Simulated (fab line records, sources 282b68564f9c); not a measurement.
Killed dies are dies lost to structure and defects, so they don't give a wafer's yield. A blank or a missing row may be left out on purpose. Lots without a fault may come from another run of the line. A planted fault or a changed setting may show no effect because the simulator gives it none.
A struck lot beside a sound one | flow rit_cmos | 21 steps out of a route of 202
Sound: wafers L387.4, L387.5, L387.6. Struck: wafers L380.2, L380.5, L380.6. The cause comes at the end.
At each step with rows: each side's tool, then ch and its chambers, then its first start. Under that, the readings that differ: sound wafers | struck wafers | difference of the means | sigmas: that difference in standard deviations of wafers without a fault.
alike: readings whose means differ by less than 2 such deviations, and words and numbers that are the same on both sides. not compared: withheld readings, readings that some wafer has no value for, bounds like >300 that may hide the same value, and numbers for which the record gives no deviation and whose values overlap.
The two part at a step that has a row with sigmas, a row that says differs or no value, or rows on one side only. Numbers that don't overlap but have no deviation are shown without sigmas and don't part them. A reading that every wafer of one side lacks parts them only if that side has two wafers or more.

RIT_PLDD_OVL_MEAS_06:
  sound on overlay-02, day 7 03:17; struck on overlay-01, day 5 13:20
  reading       | sound        | struck         | difference | sigmas
  PLDD_OVL (nm) | -1.1 0.6 1.2 | -2.5 -3.5 -3.8 | -3.5       | -3
then, 2 steps without rows for these wafers: RIT_PLDD_HARDBAKE_07 (time 60 s); RIT_PLDD_IMPLANT_08.
RIT_PLDD_STRIP_09: strips in O2, time 180 s.
  sound on plasma_asher-04 ch 0,1, day 7 03:39; struck on plasma_asher-02 ch 0,1, day 5 13:40
  alike: drypump_motor_current_A, o2_flow_sccm
  not compared: rf_hours_counter_h
RIT_PLDD_TW_MEAS_10:
  sound on film_metro-01, day 7 03:48; struck on film_metro-01, day 5 13:51
  alike: PLDD_TW
then, 4 steps without rows for these wafers: RIT_SPACER_CLEAN_00 (cleans in SC1, time 600 s); RIT_SPACER_CLEAN_01 (cleans in dHF, time 30 s); RIT_SPACER_CLEAN_02 (cleans in SC2, time 600 s); RIT_SPACER_CVD_03 (deposits Si3N4 from SiH2Cl2/NH3, target thk 250 nm, time 3300 s).
RIT_SPACER_THK_MEAS_04:
  sound on film_metro-01, day 7 06:08; struck on film_metro-03, day 5 16:12
  alike: SPACER_NITRIDE_THK
RIT_SPACER_ETCHBACK_05: etches Si3N4 in SF6/CHF3, stops on SiO2, target depth 250 nm, time 240 s.
  sound on rie_diel-02 ch 0,3, day 7 06:10; struck on rie_diel-04 ch 1,2,3, day 5 16:15
  alike: drypump_motor_current_A, oes_product_au, throttle_valve_pct
  not compared: rf_hours_counter_h
then, 1 step without rows for these wafers: RIT_NSD_HMDS_00 (prime time 60 s).
RIT_NSD_COAT_01: resist thk 1000 nm.
  sound on litho_track-04 ch 0, day 7 06:33; struck on litho_track-02 ch 0, day 5 16:34
  reading                                  | sound          | struck            | difference | sigmas
  model.NOVOLAK_of_NSD_COAT_01.thk_nm (nm) | 1003 1002 1006 | 983.3 986.2 983.9 | -19.2      |
then, 4 steps without rows for these wafers: RIT_NSD_SOFTBAKE_02 (time 60 s); RIT_NSD_EXPOSE_03 (exposes mask M9, target cd 40700 nm); RIT_NSD_PEB_04; RIT_NSD_DEVELOP_05 (develop time 50 s).
RIT_NSD_OVL_MEAS_06:
  sound on overlay-02, day 7 07:12; struck on overlay-02, day 5 17:23
  alike: NSD_OVL
RIT_NSD_HARDBAKE_07: time 60 s.
  sound on litho_track-03 ch 0, day 7 07:17; struck on litho_track-03 ch 0, day 5 17:26
  reading                                  | sound           | struck            | difference | sigmas
  model.NOVOLAK_of_NSD_COAT_01.thk_nm (nm) | 886 885.5 888.6 | 869.2 871.7 869.7 | -16.5      |
  alike: heater_power_total_W
then, 1 step without rows for these wafers: RIT_NSD_IMPLANT_08.
RIT_M1_PROBE_99:
  sound on prober-02, day 7 17:37; struck on prober-02, day 6 03:19
  alike: killed_at_contacts, killed_at_front_end, killed_dies, killed_open, killed_short

WHERE THEY PART
Only at RIT_PLDD_OVL_MEAS_06, within this record. Later steps at which nothing parts them and some readings are alike: RIT_PLDD_STRIP_09, RIT_PLDD_TW_MEAS_10, RIT_SPACER_THK_MEAS_04, RIT_SPACER_ETCHBACK_05, RIT_NSD_OVL_MEAS_06, RIT_NSD_HARDBAKE_07, RIT_M1_PROBE_99.

WHY: what the simulator had put in
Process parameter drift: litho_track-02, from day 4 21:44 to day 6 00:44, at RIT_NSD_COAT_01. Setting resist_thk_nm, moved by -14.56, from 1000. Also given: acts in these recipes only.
